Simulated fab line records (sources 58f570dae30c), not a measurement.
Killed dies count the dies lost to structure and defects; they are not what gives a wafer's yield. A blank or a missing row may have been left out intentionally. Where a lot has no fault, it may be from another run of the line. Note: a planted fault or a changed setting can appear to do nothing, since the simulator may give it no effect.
2 desks looking at one fault + flow berkeley-cmos170 + every desk sees just its own numbers, and what lay behind them comes last

## METROLOGY DESK
Lot by lot, what the gauges showed, no matter which tool ran the lot: averages of those sampled wafers that carry a number. The brackets show how far a lot's mean lies from the usual mean; more than 4 standard deviations puts the lot out of limits, marked OUT.
Columns: A = ACTIVE_NITRIDE_THK at UCB170_ACTIVE_THK_MEAS_06, usual 220.1 nm; B = ACTIVE_OVL at UCB170_ACTIVE_OVL_MEAS_14, usual 3 nm
| lot  | first seen here | A               | B  |
|------|-----------------|-----------------|----|
| L104 | day 4 14:11     | 222.9           | -4 |
| L103 | day 4 14:11     | 224.0           | 5  |
| L107 | day 4 21:50     | 220.4           | 5  |
| L105 | day 4 21:51     | 222.4           | 1  |
| L109 | day 5 15:55     | 221.5           | -3 |
| L111 | day 6 02:07     | 220.3           | 3  |
| L114 | day 6 14:32     | 275.4 (+23) OUT | 1  |
| L113 | day 6 14:32     | 273.7 (+22) OUT | 4  |
| L119 | day 7 13:32     | 219.0           | 0  |
| L120 | day 7 13:34     | 219.8           | 5  |
| L122 | day 8 09:17     | 215.7           | 8  |
| L123 | day 8 09:17     | 218.8           | 6  |
| L124 | day 8 14:37     | 216.8           | -3 |
| L125 | day 8 14:37     | 217.2           | -1 |
Per this desk, out of limits: L113, L114; the first was L114, day 6 14:32 (ACTIVE_NITRIDE_THK at UCB170_ACTIVE_THK_MEAS_06). In limits: L104, L103, L107, L105, L109, L111, L119, L120, L122, L123, L124, L125.

## AT THE TOOL OWNER'S DESK: lpcvd-01
The tool's own readings at UCB170_ACTIVE_CVD_05 (deposits Si3N4 from SiH2Cl2/NH3, target thk 220 nm, time 3300 s): means of the sampled wafers that have a number, for each lot that ran on this tool. The brackets show how far a lot's mean lies from the usual mean; more than 4 standard deviations puts the lot out of limits, marked OUT.
Columns: A = nh3-flow-sccm at UCB170_ACTIVE_CVD_05, usual 74.97 sccm
| lot  | first seen here | A     |
|------|-----------------|-------|
| L103 | day 4 12:16     | 75.14 |
| L104 | day 4 12:16     | 74.80 |
| L109 | day 5 13:58     | 74.82 |
| L113 | day 6 12:37     | 75.16 |
| L114 | day 6 12:37     | 74.75 |
Finding of this desk: none of the 5 lots has anything out of limits.

## TAKEN TOGETHER
The metrology desk could have raised an alarm at day 6 14:32, on L113, L114.
The desk of the tool owner found nothing out of limits.
On record at the tool owner's desk: L113, L114, within its limits.
On lpcvd-01, each named lot ran UCB170_ACTIVE_CVD_05.

## WHAT THE SIMULATOR HAD PUT IN
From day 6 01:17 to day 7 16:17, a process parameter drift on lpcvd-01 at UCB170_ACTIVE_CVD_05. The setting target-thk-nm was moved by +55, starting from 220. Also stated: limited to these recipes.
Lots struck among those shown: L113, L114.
Delay in hours, fault start to first out-of-limits reading, per desk: metrology desk 13.
